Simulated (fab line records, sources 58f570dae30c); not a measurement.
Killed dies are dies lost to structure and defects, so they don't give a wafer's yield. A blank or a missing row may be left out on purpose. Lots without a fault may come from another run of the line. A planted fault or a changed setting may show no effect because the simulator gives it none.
Tool commonality check | flow berkeley_cmos170 | 13 lots, 42 wafers sampled

WHY IT WAS OPENED
At UCB170_PWELL_TW_MEAS_17 the reading PWELL_TW is flagged on 1 of 13 lots. Wafers without a fault read 379.0, standard deviation 1.7.
Rule: a lot is flagged when every wafer of it that has a number lies more than 4 standard deviations from that mean, or none has a number. The other lots count as sound.

lot  | measured    | on            | PWELL_TW, wafer by wafer      | flag
L699 | day 3 07:29 | film_metro-03 | 378.3 377.5 377.6             |
L698 | day 3 13:27 | film_metro-04 | 377.6 378.0 376.8             |
L701 | day 4 00:50 | film_metro-01 | 29.9 30.0 30.0 30.0 29.9 30.1 | FLAGGED
L702 | day 4 01:23 | film_metro-04 | 384.6 380.3 379.6             |
L711 | day 6 01:26 | film_metro-04 | 377.9 376.9 379.1             |
L713 | day 6 10:17 | film_metro-04 | 379.7 379.5 379.9             |
L712 | day 6 10:33 | film_metro-03 | 376.7 379.1 377.9             |
L714 | day 6 19:59 | film_metro-04 | 378.3 379.3 378.1             |
L716 | day 7 05:07 | film_metro-01 | 377.0 379.2 378.9             |
L715 | day 7 05:12 | film_metro-04 | 382.3 381.2 380.9             |
L718 | day 7 11:23 | film_metro-03 | 378.5 379.9 378.7             |
L717 | day 7 11:31 | film_metro-01 | 378.2 378.4 378.4             |
L721 | day 8 05:10 | film_metro-04 | 379.3 379.0 379.8             |
The numbers of the flagged lots are 30.0 on average: -349.0 against the usual, or -99 or more standard deviations.

WHICH TOOL RAN EACH LOT
The record holds 2 process steps before the reading, out of a route of 331 steps. In each cell: the tool, then ch and the chambers that the sampled wafers went through, then the start.
lot  | flag    | UCB170_NWELL_ETCH_13              | UCB170_PWELL_EXPOSE_10
L699 |         | rie_diel-01 ch 0,1, day 2 14:41   | krf_scanner-01 ch 0, day 3 06:43
L698 |         | rie_diel-02 ch 1,2,3, day 2 15:14 | krf_scanner-01 ch 0, day 3 12:23
L701 | FLAGGED | rie_diel-01 ch 0,1,3, day 3 04:20 | krf_scanner-02 ch 0, day 3 23:10
L702 |         | rie_diel-04 ch 0,1,2, day 3 04:13 | krf_scanner-01 ch 0, day 3 23:59
L711 |         | rie_diel-04 ch 0,2,3, day 5 05:09 | krf_scanner-02 ch 0, day 6 00:40
L713 |         | rie_diel-01 ch 0,2, day 5 10:37   | krf_scanner-01 ch 0, day 6 09:31
L712 |         | rie_diel-02 ch 1,2,3, day 5 11:16 | krf_scanner-02 ch 0, day 6 09:47
L714 |         | rie_diel-04 ch 1,2,3, day 5 19:39 | krf_scanner-01 ch 0, day 6 19:14
L716 |         | rie_diel-02 ch 1,2, day 6 03:13   | krf_scanner-01 ch 0, day 7 04:10
L715 |         | rie_diel-04 ch 0,1,3, day 6 03:28 | krf_scanner-02 ch 0, day 7 04:22
L718 |         | rie_diel-01 ch 0,1, day 6 14:36   | krf_scanner-02 ch 0, day 7 10:37
L717 |         | rie_diel-02 ch 0,1,2, day 6 14:19 | krf_scanner-02 ch 0, day 7 10:44
L721 |         | rie_diel-01 ch 0,2,3, day 7 10:00 | krf_scanner-02 ch 0, day 8 03:45
What these steps do:
- UCB170_NWELL_ETCH_13: etches Si3N4 in CH3F/Ar/O2, stops on SiO2, target depth 246.4 nm, time 154 s.
- UCB170_PWELL_EXPOSE_10: exposes mask PWELL, target cd 3000 nm.
- UCB170_PWELL_TW_MEAS_17

FLAGGED OVER TOTAL, TOOL BY TOOL (the gauges that took the reading come last)
step                    | tool           | lots run | flagged | share of the flagged lots | sound lots run after its first flagged lot
UCB170_NWELL_ETCH_13    | rie_diel-01    | 5        | 1       | all                       | 3 (L713,L718,L721)
UCB170_NWELL_ETCH_13    | rie_diel-02    | 4        | 0       | none                      | -
UCB170_NWELL_ETCH_13    | rie_diel-04    | 4        | 0       | none                      | -
UCB170_PWELL_EXPOSE_10  | krf_scanner-01 | 6        | 0       | none                      | -
UCB170_PWELL_EXPOSE_10  | krf_scanner-02 | 7        | 1       | all                       | 6 (L711,L712,L715,L718,L717,L721)
UCB170_PWELL_TW_MEAS_17 | film_metro-01  | 3        | 1       | all                       | 2 (L716,L717)
UCB170_PWELL_TW_MEAS_17 | film_metro-03  | 3        | 0       | none                      | -
UCB170_PWELL_TW_MEAS_17 | film_metro-04  | 7        | 0       | none                      | -

WHAT THE TABLE ALLOWS
3 rows of the table ran every flagged lot: rie_diel-01 at UCB170_NWELL_ETCH_13, krf_scanner-02 at UCB170_PWELL_EXPOSE_10, film_metro-01 at UCB170_PWELL_TW_MEAS_17.
- rie_diel-01 at UCB170_NWELL_ETCH_13: 1 of its 5 lots flagged. Sound lots ran on it after the first flagged one (L713, L718, L721), which a lasting fault on the whole tool wouldn't allow.
- krf_scanner-02 at UCB170_PWELL_EXPOSE_10: 1 of its 7 lots flagged. Sound lots ran on it after the first flagged one (L711, L712, L715, L718, L717, L721), which a lasting fault on the whole tool wouldn't allow.
- film_metro-01 at UCB170_PWELL_TW_MEAS_17: 1 of its 3 lots flagged. Sound lots ran on it after the first flagged one (L716, L717), which a lasting fault on the whole tool wouldn't allow.
No row of the table ran every flagged lot and no sound lot after the first.

WHAT THE SIMULATOR HAD PUT IN
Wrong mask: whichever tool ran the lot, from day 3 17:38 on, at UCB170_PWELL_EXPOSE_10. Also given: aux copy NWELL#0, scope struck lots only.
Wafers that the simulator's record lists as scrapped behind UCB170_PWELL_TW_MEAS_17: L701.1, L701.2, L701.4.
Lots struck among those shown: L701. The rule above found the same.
